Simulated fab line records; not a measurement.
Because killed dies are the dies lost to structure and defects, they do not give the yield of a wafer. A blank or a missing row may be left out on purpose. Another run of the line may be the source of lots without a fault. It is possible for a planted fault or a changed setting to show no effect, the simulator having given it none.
A lot that was struck, set against a sound lot | flow rit cmos | 14 out of 202 route steps
Sound: these wafers, L826.2, L826.3, L826.4. Wafers L833.3, L833.4, L833.5 were the ones struck. The cause is named last.
Per side, at each step with rows, come the tool, then ch with its chambers, and then its first start. Under that, the readings that differ: sound wafers | struck wafers | difference of the means | sigmas: that difference in standard deviations of wafers without a fault.
alike: a reading whose means differ by less than 2 such deviations, as well as words and numbers matching on both sides. not compared: withheld readings; readings where some wafer has no value; bounds like >300 that might hide an equal value; numbers whose values overlap and for which the record gives no deviation.
The two part at a step that has a row with sigmas, a row that says differs or no value, or rows on one side only. When numbers do not overlap yet have no deviation, they are printed without sigmas and do not part them. A reading missing from all wafers of one side parts the sides only when that side holds two or more wafers.

first, 1 step without rows for these wafers: RIT_CONTACT_HARDBAKE_10 (time 60 s).
RIT_CONTACT_ETCH_11: etches SiO2 in CHF3/CF4/Ar, stops on TiSi2, target depth 480 nm, time 320 s.
  sound on rie diel-02 ch 0,1,3, day 5 22:34; struck on rie diel-04 ch 1,3, day 7 08:30
  reading                     | sound       | struck      | difference | sigmas
  drypump motor current A (A) | 5.5 5.9 5.8 | 6.4 6.8 6.3 | +0.8       | +2
  alike: chamber pressure mTorr, oes product au, throttle valve pct
  not compared: rf hours counter h
RIT_CONTACT_STRIP_12: strips in O2, time 180 s.
  sound on plasma asher-04 ch 0,1, day 5 22:45; struck on plasma asher-04 ch 0,1, day 7 08:45
  alike: chamber pressure mTorr, drypump motor current A, rf refl power W
  not compared: rf hours counter h
RIT_CONTACT_CD_MEAS_90: the cd target is 1000 nm.
  sound on cd sem-01 at day 5 22:57; struck on cd sem-02 at day 7 08:55
  alike: cd nm
then, 2 steps without rows for these wafers: RIT_CONTACT_CLEAN_13 (cleans in SC1, time 600 s); RIT_CONTACT_CLEAN_14 (cleans in SC2, time 600 s).
RIT_M1_SPUTTER_00: material Al, target thk 400 nm, time 500 s.
  sound on pvd sputter-04 at day 5 23:26; struck on pvd sputter-03 at day 7 09:21
  alike: chamber pressure pa, throttle valve pct
RIT_M1_RS_MEAS_01: measures by four-point-probe.
  sound on film metro-04 at day 5 23:44; struck on film metro-01 at day 7 09:41
  alike: M1_AL_RS
RIT_M1_THK_MEAS_02: measures by xrf.
  sound on film metro-04 at day 5 23:51; struck on film metro-01 at day 7 09:47
  alike: M1_AL_THK
then, 3 steps without rows for these wafers: RIT_M1_HMDS_03 (prime time 60 s); RIT_M1_COAT_04 (resist thk 1300 nm); RIT_M1_SOFTBAKE_05 (time 60 s).
RIT_M1_EXPOSE_06: exposes mask M12, target cd 2600 nm.
  struck on iline stepper-01, day 7 10:26; sound on iline stepper-01 ch 0, day 6 00:40
  no value came back on the struck wafers for exposure dose mJ cm2, focus offset nm (nm), sigma outer; on the sound wafers exposure dose mJ cm2 reads 252.39 252.10 252.29
  alike: mask
next, for these wafers, 1 step has no rows: RIT_M1_PEB_07.

== WHERE THEY PART ==
Earliest at RIT_CONTACT_ETCH_11; latest, in this record, at RIT_M1_EXPOSE_06.

WHY: what the simulator had put in
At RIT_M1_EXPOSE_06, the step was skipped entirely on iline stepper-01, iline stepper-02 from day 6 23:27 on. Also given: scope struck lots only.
